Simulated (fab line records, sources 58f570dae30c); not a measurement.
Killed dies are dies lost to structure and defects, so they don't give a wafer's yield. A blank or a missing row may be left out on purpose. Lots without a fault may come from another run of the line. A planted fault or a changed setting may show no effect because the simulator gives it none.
Which tool did it? | flow berkeley_cmos170 | 14 lots, 42 wafers sampled, at 3 steps of a route of 331

WHAT THE GAUGES READ, wafer by wafer
UCB170_M3_RS_MEAS_02: measures by four-point-probe. Usual: M3_AL_RS 0.0321 ohm/sq, standard deviation 0.00035.
lot  | measured     | on            | M3_AL_RS (ohm/sq)    | flag
L713 | day 8 14:27  | film_metro-01 | 0.0321 0.0318 0.0321 |
L715 | day 9 08:38  | film_metro-04 | 0.0321 0.0319 0.0318 |
L716 | day 9 08:52  | film_metro-02 | 0.0317 0.0318 0.0318 |
L718 | day 9 12:52  | film_metro-01 | 0.0317 0.0322 0.0319 |
L717 | day 9 14:53  | film_metro-01 | 0.0314 0.0391 0.0313 | OFF
L719 | day 9 22:00  | film_metro-01 | 0.0323 0.0322 0.0398 | OFF
L729 | day 11 11:49 | film_metro-01 | 0.0321 0.0319 0.0314 |
L725 | day 11 13:28 | film_metro-01 | 0.0322 0.0321 0.0323 |
L727 | day 11 15:41 | film_metro-02 | 0.0324 0.0324 0.0323 |
L726 | day 11 15:49 | film_metro-04 | 0.0327 0.0324 0.0325 |
L731 | day 12 01:06 | film_metro-04 | 0.0321 0.0323 0.0323 |
L730 | day 12 05:53 | film_metro-02 | 0.0325 0.0326 0.0323 |
L734 | day 13 03:11 | film_metro-01 | 0.0319 0.0319 0.0324 |
L733 | day 13 03:26 | film_metro-01 | 0.0319 0.0320 0.0316 |

UCB170_M3_THK_MEAS_03: measures by xrf. Usual: M3_AL_THK 877 nm, standard deviation 9.
lot  | measured     | on            | M3_AL_THK (nm) | flag
L713 | day 8 14:34  | film_metro-01 | 876 883 874    |
L715 | day 9 08:44  | film_metro-04 | 887 883 889    |
L716 | day 9 08:58  | film_metro-02 | 888 882 887    |
L718 | day 9 12:58  | film_metro-01 | 886 873 881    |
L717 | day 9 15:01  | film_metro-01 | 897 724 905    | OFF
L719 | day 9 22:05  | film_metro-01 | 875 877 710    | OFF
L729 | day 11 11:56 | film_metro-01 | 879 878 898    |
L725 | day 11 13:35 | film_metro-01 | 873 874 867    |
L727 | day 11 15:47 | film_metro-02 | 867 870 869    |
L726 | day 11 15:55 | film_metro-04 | 870 867 869    |
L731 | day 12 01:13 | film_metro-04 | 874 867 868    |
L730 | day 12 06:01 | film_metro-02 | 869 865 870    |
L734 | day 13 03:19 | film_metro-01 | 880 880 868    |
L733 | day 13 03:34 | film_metro-01 | 877 877 884    |

WHICH TOOL RAN EACH LOT (tool, then ch and the chambers of the sampled wafers, then the start)
lot  | UCB170_M3_SPUTTER_01
L713 | pvd_sputter-03, day 8 14:21
L715 | pvd_sputter-04, day 9 08:30
L716 | pvd_sputter-03, day 9 08:45
L718 | pvd_sputter-04, day 9 12:44
L717 | pvd_sputter-03, day 9 14:48
L719 | pvd_sputter-03, day 9 21:54
L729 | pvd_sputter-04, day 11 11:43
L725 | pvd_sputter-01, day 11 13:22
L727 | pvd_sputter-04, day 11 15:34
L726 | pvd_sputter-01, day 11 15:41
L731 | pvd_sputter-01, day 12 00:59
L730 | pvd_sputter-04, day 12 05:49
L734 | pvd_sputter-04, day 13 03:07
L733 | pvd_sputter-03, day 13 03:22
- UCB170_M3_SPUTTER_01: material Al, target thk 900 nm, time 120 s.

WHAT THE TOOLS THEMSELVES READ (means of the sampled wafers that have a number; where no wafer has one, the mark that the record gives instead)
UCB170_M3_SPUTTER_01. Usual: throttle_valve_pct 30.0 %, standard deviation 1.3.
lot  | tool           | throttle_valve_pct (%) | flag
L713 | pvd_sputter-03 | 30.0                   |
L715 | pvd_sputter-04 | 29.7                   |
L716 | pvd_sputter-03 | 30.1                   |
L718 | pvd_sputter-04 | 29.5                   |
L717 | pvd_sputter-03 | 29.6                   |
L719 | pvd_sputter-03 | 29.5                   |
L729 | pvd_sputter-04 | 29.6                   |
L725 | pvd_sputter-01 | 29.5                   |
L727 | pvd_sputter-04 | 29.4                   |
L726 | pvd_sputter-01 | 29.1                   |
L731 | pvd_sputter-01 | 29.4                   |
L730 | pvd_sputter-04 | 30.5                   |
L734 | pvd_sputter-04 | 29.3                   |
L733 | pvd_sputter-03 | 29.9                   |

THE ANSWER, worked out from the rows above alone
Rule: a lot is off if the mean of its wafers that have a number lies more than 3 standard deviations from the usual mean. A lot without any number at a reading at which 4 lots or more have one is off too. The other lots that the step has rows for count as sound. The gauges are gone through in route order, then the tools' own readings, and for those a lot's mean is taken as printed above. The first step at which some lot is off is used, and at that step the reading that is off furthest; a lot without a number counts as furthest.
Off: L717, L719, at UCB170_M3_RS_MEAS_02 (M3_AL_RS).
A tool fits if, at a process step before that reading, it ran every lot that is off, and no sound lot after the first of them. The gauges at UCB170_M3_RS_MEAS_02 are tried like those tools. None of those tried fits.

WHAT THE SIMULATOR HAD PUT IN
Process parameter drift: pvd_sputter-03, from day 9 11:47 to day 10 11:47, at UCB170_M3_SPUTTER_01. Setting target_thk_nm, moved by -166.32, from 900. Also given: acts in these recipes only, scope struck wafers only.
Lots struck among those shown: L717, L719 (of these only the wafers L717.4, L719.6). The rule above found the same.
